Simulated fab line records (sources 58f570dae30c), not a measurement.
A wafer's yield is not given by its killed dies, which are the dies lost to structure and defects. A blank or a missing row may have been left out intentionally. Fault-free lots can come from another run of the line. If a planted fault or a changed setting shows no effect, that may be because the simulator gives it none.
Comparing a struck lot with a sound one || flow berkeleyCmos170 || 13 steps out of a route of 331
Sound: the wafers L340.2, L340.3, L340.6. Wafers struck: L333.1, L333.3, L333.6. The cause is named last.
At each step with rows: each side's tool, then ch and its chambers, then its first start. Under that, the readings that differ: sound wafers || struck wafers || difference of the means || sigmas: that difference in standard deviations of wafers without a fault.
alike: words and numbers the same on both sides, and readings whose means are apart by under 2 such deviations; not compared: readings that were withheld, readings missing a value for some wafer, numbers with overlapping values and no deviation given by the record, and bounds like >300 which may hide the same value.
Wherever a step has rows on one side only, a row that says differs or no value, or a row with sigmas, the two part there. When numbers do not overlap yet have no deviation, they are printed without sigmas and do not part them. Lack of a reading on every wafer of one side parts them only where that side has two or more wafers.

first, 2 steps without rows for these wafers: UCB170_NLDD_PEB_04; UCB170_NLDD_DEVELOP_05 (develop time 45 s).
UCB170_NLDD_CD_MEAS_06: the cd target is 1200 nm.
  struck on cdSem-02, day 7 23:31; sound on cdSem-02, day 9 13:37
  alike: cdNm
UCB170_NLDD_OVL_MEAS_07:
  struck on overlay-01, day 7 23:38; sound on overlay-01, day 9 13:44
  alike: NLDD_OVL
then, 2 steps without rows for these wafers: UCB170_NLDD_IMPLANT_08; UCB170_NLDD_IMPLANT_09.
UCB170_NLDD_STRIP_10: strips in O2.
  sound on plasmaAsher-03 ch 0,1, day 9 14:04; struck on plasmaAsher-02 ch 0,1, day 7 23:58
  alike: drypumpMotorCurrentA, oesProductAu, stripTimeToEndpointS
  not compared: rfHoursCounterH
UCB170_NLDD_TW_MEAS_11:
  struck on filmMetro-01, day 8 00:04; sound on filmMetro-02, day 9 14:10
{"reading": "NLDD_TW", "sound": "2186 2184 2189", "struck": "2222 2224 2226", "difference": "+38", "sigmas": "+3"}
then, 1 step without rows for these wafers: UCB170_NLDD_CLEAN_12 (cleans in SPM, time 600 s).
UCB170_SPACER_CVD_00: deposits SiO2 from TEOS/O2, target thk 376 nm, time 47 s.
  sound on pecvd-04 ch 0,1,2, day 9 14:23; struck on pecvd-02 ch 0,1,2, day 8 02:48
  alike: heaterPowerW, rfFwdPowerW, susceptorTempC
  not compared: sinceWetCleanH
UCB170_SPACER_THK_MEAS_01:
  struck on filmMetro-04, day 8 02:50; sound on filmMetro-03, day 9 14:27
  alike: SPACER_TEOS_THK
then, 1 step without rows for these wafers: UCB170_SPACER_ANNEAL_02 (time 1800 s).
UCB170_SPACER_ETCHBACK_03: etches SiO2 in CHF3/CF4/Ar, stops on Si, target depth 376 nm, time 100 s.
  sound on rieDiel-02 ch 2,3, day 9 16:58; struck on rieDiel-03 ch 0,2, day 8 07:47
  no value came back on the struck wafers for any of 7 readings (CHF3_flow_sccm (sccm), cf4FlowSccm (sccm) and others); on the sound wafers CHF3_flow_sccm (sccm) reads 49.98 49.88 50.08
{"reading": "model.SiO2_of_SPACER_CVD_00.thkNm (nm)", "sound": "0 0 0", "struck": "368.6 377.9 376.7", "difference": "+374.4", "sigmas": ""}
{"reading": "model.poly-Si_of_GATE_CVD_04.thkNm (nm)", "sound": "211.5 209.7 210.6", "struck": "212.1 212.7 213.2", "difference": "+2.1", "sigmas": ""}
  not compared: rfHoursCounterH

## WHERE THEY PART
First at UCB170_NLDD_TW_MEAS_11; last, within this record, at UCB170_SPACER_ETCHBACK_03.

WHY: what had been put in by the simulator
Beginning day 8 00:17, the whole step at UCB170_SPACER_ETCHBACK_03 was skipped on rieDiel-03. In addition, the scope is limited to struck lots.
